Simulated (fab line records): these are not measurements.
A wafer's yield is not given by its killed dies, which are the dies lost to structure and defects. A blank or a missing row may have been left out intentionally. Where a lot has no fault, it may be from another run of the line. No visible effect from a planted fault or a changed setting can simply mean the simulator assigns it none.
Struck lot and sound lot, side by side || flow rit-cmos || 44 out of 202 route steps
Sound: wafers L352.3, L352.4, L352.5. Struck: wafers L365.2, L365.4, L365.6. At the end, the cause is stated.
Per side, at each step with rows, come the tool, then ch with its chambers, and then its first start. Under that, the readings that differ: sound wafers || struck wafers || difference of the means || sigmas: that difference in standard deviations of wafers without a fault.
alike: words and numbers the same on both sides, and readings whose means are apart by under 2 such deviations; not compared: readings that were withheld, readings missing a value for some wafer, numbers with overlapping values and no deviation given by the record, and bounds like >300 which may hide the same value.
A row with sigmas, a row that says differs or no value, or rows on one side alone: a step with any of these is where the two part. When numbers do not overlap yet have no deviation, they are printed without sigmas and do not part them. A reading missing from all wafers of one side parts the sides only when that side holds two or more wafers.

first, 4 steps without rows for these wafers: RIT_NWELL_SOFTBAKE_02 (time 60 s); RIT_NWELL_EXPOSE_03 (exposes mask M2, target cd 43900 nm); RIT_NWELL_PEB_04; RIT_NWELL_DEVELOP_05 (develop time 68 s).
RIT_NWELL_OVL_MEAS_06:
  sound: overlay-02 at day 2 17:16; struck: overlay-02 at day 5 09:38
  alike: NWELL_OVL
then, 2 steps without rows for these wafers: RIT_NWELL_HARDBAKE_07 (time 120 s); RIT_NWELL_IMPLANT_08.
RIT_NWELL_STRIP_09: strips in O2, time 180 s.
  sound on plasma-asher-01 ch 0,1, day 2 17:45; struck on plasma-asher-04 ch 0,1, day 5 10:04
  alike: drypump-motor-current-A
  not compared: rf-hours-counter-h
RIT_NWELL_TW_MEAS_10:
  sound: film-metro-04 at day 2 17:53; struck: film-metro-04 at day 5 10:14
  alike: NWELL_TW
then, 3 steps without rows for these wafers: RIT_PWELL_HMDS_00 (prime time 60 s); RIT_PWELL_COAT_01 (resist thk 1300 nm); RIT_PWELL_SOFTBAKE_02 (time 60 s).
RIT_PWELL_EXPOSE_03: exposes mask M3, target cd 43700 nm.
  sound on iline-stepper-02 ch 0, day 2 18:25; struck on iline-stepper-01 ch 0, day 5 10:53
{"reading": "model.PWELL.overlay-x-nm (nm)", "sound": "1.362 1.362 1.362", "struck": "359.9 359.9 359.9", "difference": "+358.5", "sigmas": ""}
  alike: mask, stage-vel-mm-s
then, 2 steps without rows for these wafers: RIT_PWELL_PEB_04; RIT_PWELL_DEVELOP_05 (develop time 68 s).
RIT_PWELL_OVL_MEAS_06:
  sound: overlay-02 at day 2 18:49; struck: overlay-02 at day 5 11:18
{"reading": "PWELL_OVL (nm)", "sound": "-0.8 -1.2 0.3", "struck": "358.4 359.1 359.4", "difference": "+359.5", "sigmas": "+99 or more"}
then, 2 steps without rows for these wafers: RIT_PWELL_HARDBAKE_07 (time 120 s); RIT_PWELL_IMPLANT_08.
RIT_PWELL_STRIP_09: strips in O2, time 180 s.
  sound on plasma-asher-03 ch 0,1, day 2 19:18; struck on plasma-asher-01 ch 0,1, day 5 11:44
  alike: drypump-motor-current-A
  not compared: rf-hours-counter-h
RIT_PWELL_TW_MEAS_10:
  sound: film-metro-04 at day 2 19:26; struck: film-metro-02 at day 5 11:55
{"reading": "PWELL_TW", "sound": "969 958 964", "struck": "947 946 945", "difference": -18, "sigmas": -2}
then, 1 step without rows for these wafers: RIT_WELLDRIVE_ANNEAL_00 (time 14700 s).
RIT_WELLDRIVE_RS_MEAS_01: uses a four-point probe to measure.
  sound: film-metro-04 at day 3 01:54; struck: film-metro-02 at day 5 18:06
  alike: NWELL_RS
RIT_WELLDRIVE_RS_MEAS_02: uses a four-point probe to measure.
  sound: film-metro-04 at day 3 02:01; struck: film-metro-02 at day 5 18:13
  alike: PWELL_RS
then, 6 steps without rows for these wafers: RIT_NRETRO_HMDS_00 (prime time 60 s); RIT_NRETRO_COAT_01 (resist thk 1300 nm); RIT_NRETRO_SOFTBAKE_02 (time 60 s); RIT_NRETRO_EXPOSE_03 (exposes mask M4, target cd 43900 nm); RIT_NRETRO_PEB_04; RIT_NRETRO_DEVELOP_05 (develop time 68 s).
RIT_NRETRO_OVL_MEAS_06:
  sound: overlay-02 at day 3 03:07; struck: overlay-01 at day 5 19:20
  alike: NRETRO_OVL
then, 2 steps without rows for these wafers: RIT_NRETRO_HARDBAKE_07 (time 120 s); RIT_NRETRO_IMPLANT_08.
RIT_NRETRO_STRIP_09: strips in O2, time 180 s.
  sound on plasma-asher-04 ch 0,1, day 3 03:36; struck on plasma-asher-02 ch 0,1, day 5 19:46
  alike: drypump-motor-current-A
  not compared: rf-hours-counter-h
RIT_NRETRO_TW_MEAS_10:
  sound: film-metro-03 at day 3 03:44; struck: film-metro-03 at day 5 19:57
  alike: NRETRO_TW
then, 6 steps without rows for these wafers: RIT_PRETRO_HMDS_00 (prime time 60 s); RIT_PRETRO_COAT_01 (resist thk 1300 nm); RIT_PRETRO_SOFTBAKE_02 (time 60 s); RIT_PRETRO_EXPOSE_03 (exposes mask M5, target cd 43700 nm); RIT_PRETRO_PEB_04; RIT_PRETRO_DEVELOP_05 (develop time 68 s).
RIT_PRETRO_OVL_MEAS_06:
  sound: overlay-01 at day 3 04:47; struck: overlay-01 at day 5 21:01
  alike: PRETRO_OVL
then, 1 step without rows for these wafers: RIT_PRETRO_HARDBAKE_07 (time 120 s).
RIT_M1_METAL_ETCH_12: etches Al in Cl2/BCl3, stops on SiO2, time 165 s, target depth 600 nm.
  sound on rie-metal-03 ch 0,1, day 4 03:28; struck on rie-metal-01 ch 0,1, day 6 20:16
  alike: drypump-motor-current-A, oes-product-au, throttle-valve-pct
  not compared: rf-hours-counter-h, model.M1.cd-nm
RIT_M1_PROBE_99:
  sound: prober-01 at day 4 05:46; struck: prober-02 at day 6 22:44
{"reading": "model.etest.well-edge-left.line-ohm-um", "sound": "182.4 181.3 182.5", "struck": "217.4 213.5 218", "difference": "+34.2", "sigmas": ""}
{"reading": "model.etest.well-edge-right.line-ohm-um", "sound": "184.5 182.1 183.2", "struck": "164.4 162.6 162.8", "difference": -20.0, "sigmas": ""}
{"reading": "model.etest.m1.width-nm (nm)", "sound": "2591 2596 2601", "struck": "2607 2606 2603", "difference": "+9", "sigmas": ""}
{"reading": "model.etest.iso-nwell-nwell.bv-v (V)", "sound": "22.32 22.22 21.84", "struck": "19.99 20.03 19.81", "difference": -2.18, "sigmas": ""}
  alike: killed-at-front-end, killed-dies, killed-open, killed-short
  not compared: model.etest.iso-nplus-nwell.lateral-log10-a-um

## WHERE THEY PART
Last at RIT_PWELL_TW_MEAS_10 as far as this record goes, first at RIT_PWELL_OVL_MEAS_06. Later steps at which nothing parts them and some readings are alike: RIT_WELLDRIVE_RS_MEAS_01, RIT_WELLDRIVE_RS_MEAS_02, RIT_NRETRO_OVL_MEAS_06, RIT_NRETRO_STRIP_09, RIT_NRETRO_TW_MEAS_10, RIT_PRETRO_OVL_MEAS_06, RIT_M1_METAL_ETCH_12, RIT_M1_PROBE_99.

WHY: the cause the simulator had injected
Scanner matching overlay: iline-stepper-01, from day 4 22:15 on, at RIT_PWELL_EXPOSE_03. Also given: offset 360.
